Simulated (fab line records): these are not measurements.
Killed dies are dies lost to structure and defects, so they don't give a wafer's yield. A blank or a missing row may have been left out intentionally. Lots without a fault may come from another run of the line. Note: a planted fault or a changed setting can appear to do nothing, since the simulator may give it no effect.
A struck lot beside a sound one -- flow rit-cmos -- 17 steps out of a route of 202
Sound: the wafers L875.1, L875.4, L875.5. Wafers struck: L884.2, L884.3, L884.4. At the end, the cause is stated.
Order at every step that has rows: each side's tool, ch and its chambers, its first start. Under that, the readings that differ: sound wafers -- struck wafers -- difference of the means -- sigmas: that difference in standard deviations of wafers without a fault.
alike: words and numbers the same on both sides, and readings whose means are apart by under 2 such deviations; not compared: readings that were withheld, readings missing a value for some wafer, numbers with overlapping values and no deviation given by the record, and bounds like >300 which may hide the same value.
A row with sigmas, a row that says differs or no value, or rows on one side alone: a step with any of these is where the two part. When numbers do not overlap yet have no deviation, they are printed without sigmas and do not part them. Lack of a reading on every wafer of one side parts them only where that side has two or more wafers.

first, 1 step without rows for these wafers: RIT_PRETRO_DEVELOP_05 (develop time 68 s).
RIT_PRETRO_OVL_MEAS_06:
  sound: overlay-01 at day 3 14:55; struck: overlay-01 at day 5 11:22
  alike: PRETRO_OVL
then, 2 steps without rows for these wafers: RIT_PRETRO_HARDBAKE_07 (time 120 s); RIT_PRETRO_IMPLANT_08.
RIT_PRETRO_STRIP_09: strips in O2, time 180 s.
  sound on plasma-asher-01 ch 0,1, day 3 15:31; struck on plasma-asher-01 ch 0,1, day 5 11:48
  alike: drypump-motor-current-A
  not compared: rf-hours-counter-h
RIT_PRETRO_TW_MEAS_10:
  sound: film-metro-02 at day 3 15:41; struck: film-metro-01 at day 5 11:59
  alike: PRETRO_TW
then, 5 steps without rows for these wafers: RIT_GATE_WET_ETCH_00 (etches SiO2 in BOE, target depth 56 nm, time 60 s); RIT_GATE_CLEAN_01 (cleans in SC1, time 600 s); RIT_GATE_CLEAN_02 (cleans in dHF, time 30 s); RIT_GATE_CLEAN_03 (cleans in SC2, time 600 s); RIT_GATE_CLEAN_04 (cleans in dHF, time 60 s).
RIT_FOX2_THK_MEAS_91:
  sound: film-metro-01 at day 3 16:14; struck: film-metro-04 at day 5 12:28
  alike: FIELD_OXIDE_LEFT_2_THK
RIT_GATE_OXIDATION_05: target thk 3 nm, ox time 274.8 s.
  sound on furnace-03 ch 0, day 3 19:37; struck on furnace-04 ch 0, day 5 13:16
reading,sound,struck,difference,sigmas
spike-tc-centre-C (C),899.9 900.2 900.8,923.4 922.6 921.7,+22.3,+19
spike-tc-load-C (C),922.8 923.3 922.5,943.4 945.3 944.0,+21.4,+9
spike-tc-source-C (C),916 914 914,945 947 945,+31,+8
tube-center-temp-C (C),899.99 899.94 899.96,919.97 920.16 919.99,+20.08,+99 or more
tube_center_temp_C_max,902.5 902.5 902.4,922.7 922.4 922.2,+20.0,+54
model.SiO2_of_GATE_OXIDATION_05.thk-nm (nm),3.175 3.136 3.16,3.87 3.861 3.845,+0.70,
  alike: zone-power-load-pct, zone-power-source-pct
then, 1 step without rows for these wafers: RIT_GATE_ANNEAL_06 (time 600 s).
RIT_GATE_THK_MEAS_07:
  sound: film-metro-04 at day 3 22:49; struck: film-metro-02 at day 5 14:50
reading,sound,struck,difference,sigmas
GATE_OXIDE_THK (nm),3.17 3.19 3.17,3.96 3.84 3.78,+0.68,+9
then, 1 step without rows for these wafers: RIT_GATE_CVD_08 (deposits poly-Si from SiH4, target thk 250 nm, time 2220 s).
RIT_M1_PROBE_99:
  sound: prober-01 at day 4 22:32; struck: prober-02 at day 6 15:31
reading,sound,struck,difference,sigmas
model.etest.pmos_0p3.r-on-ohm-um,6679 6548 6573,7913 7849 7860,+1274,
model.etest.pmos-turned.r-on-ohm-um,3543 3536 3528,4137 4134 4107,+590,
model.etest.pmos_0p15.r-on-ohm-um,2849 2838 2833,3298 3255 3253,+429,
model.etest.nmos_0p3.r-on-ohm-um,2276 2252 2248,2558 2527 2527,+279,
model.etest.nmos_0p15.r-on-ohm-um,1199 1199 1167,1261 1227 1230,+51,
model.etest.nmos_0p15.drive-ua-um,447.6 453.9 452.9,374.1 382.3 381.3,-72.2,
model.etest.nmos-narrow.drive-ua-um,212.4 220.2 214,163.5 161.6 165.2,-52.1,
model.etest.nmos_0p3.drive-ua-um,214.5 217.1 215.6,164.4 165 164.8,-51.0,
  alike: killed-at-contacts, killed-at-front-end, killed-dies, killed-open, killed-short

WHERE THEY PART
Earliest at RIT_GATE_OXIDATION_05; latest, in this record, at RIT_GATE_THK_MEAS_07. Later steps at which nothing parts them and some readings are alike: RIT_M1_PROBE_99.

WHY: what had been put in by the simulator
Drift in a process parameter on furnace-04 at RIT_GATE_OXIDATION_05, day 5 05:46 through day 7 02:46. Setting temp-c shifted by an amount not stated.
